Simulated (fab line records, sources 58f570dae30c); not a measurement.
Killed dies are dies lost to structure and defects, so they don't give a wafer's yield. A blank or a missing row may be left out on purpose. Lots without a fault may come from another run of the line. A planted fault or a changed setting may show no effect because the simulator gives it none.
Problem report in the 8D (eight disciplines) form, filled by code | flow berkeley_cmos170 | the parts of the form that need people (team, actions taken, sign-off) are left out

1. THE PROBLEM
NWELL_TW at UCB170_NWELL_TW_MEAS_16 reads a mean of 1138 on 6 wafers of 2 lots; wafers without a fault read 1244 with a standard deviation of 12. That is -8.8 standard deviations from the usual mean.
First seen on wafer L916.1, day 4 17:23, on film_metro-01. The record holds 42 wafers of 14 lots with a number at this step. Rule for "out", or "out of limits": more than 4 standard deviations from the usual mean. The other wafers with a number count as sound.

2. WHAT IT IS AND WHAT IT IS NOT
question                    | is                     | is not
which readings at this step | NWELL_TW               | -
which lots                  | L916, L918             | L907, L908, L909, L911, L912, L914, L915, L919, L922, L924, L927, L928
which wafers of those lots  | all that have a number | -
read on which gauges        | film_metro-01          | film_metro-02, film_metro-04
when                        | from day 4 17:23       | up to then (21 sound wafers); but 15 sound wafers of L919, L922, L924, L927, L928 came after

3. SUSPECTS, AND WHAT RULES EACH OUT
Counting: a tool at a process step up to the reading stays a suspect if it ran every lot that is out and no sound lot after the first of them.
- the gauge at UCB170_NWELL_TW_MEAS_16: ruled out. All the wafers that are out were read on film_metro-01, but those of them that UCB170_NWELL_IMPLANT_14 has rows for are out there too, on other tools.
- implanter-04 at UCB170_NWELL_IMPLANT_14: kept. It ran every lot that is out, first L916 (day 4 17:08), and no sound lot after that; its last sound lot up to then is L914 (day 4 10:28). Its own readings are out on those wafers: beam_on_s, faraday_current_uA.
Left after counting: implanter-04 at UCB170_NWELL_IMPLANT_14.

4. THE CAUSE (what the simulator had put in)
Process parameter drift: implanter-04, from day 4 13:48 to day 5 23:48, at UCB170_NWELL_IMPLANT_14. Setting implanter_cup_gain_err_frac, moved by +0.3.
Counting left only this tool.

5. THE CHAIN OF EFFECTS, in route order
Each row: a reading whose mean over the struck wafers that have a number lies more than 3 standard deviations from the usual. Only readings for which the record gives a usual standard deviation are gone through. hours: the time from each lot's start at the first step in this table that gives one to its start at this step, as a median over the lots. sigmas: the change in usual standard deviations.
hours | step                    | reading            | usual  | on struck wafers | change | sigmas
0     | UCB170_NWELL_IMPLANT_14 | beam_on_s          | 9.99 s | 7.74             | -2.25  | -11
0     | UCB170_NWELL_IMPLANT_14 | faraday_current_uA | 31.7   | 41.0             | +9.3   | +15
0     | UCB170_NWELL_TW_MEAS_16 | NWELL_TW           | 1244   | 1138             | -106   | -8.8
The process steps in it:
- UCB170_NWELL_IMPLANT_14
Later measuring or inspecting steps at which every struck wafer that the step has a row for has a number for every such reading, and none has moved that far: UCB170_PWELL_THK_MEAS_06.

6. WHAT WOULD HAVE CAUGHT IT SOONER
In this record the first reading out of limits at a measuring or inspecting step was taken at day 4 17:23, 4 hours after the fault began at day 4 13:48.
The tool's own readings at UCB170_NWELL_IMPLANT_14 were out on every struck wafer that the step has a row for (beam_on_s, faraday_current_uA): an alarm limit on them would have fired on the first of those.
Of the lots that are out (2), L918 began UCB170_NWELL_IMPLANT_14 on implanter-04 after day 4 17:23. A hold on the tool at that time would have spared it.
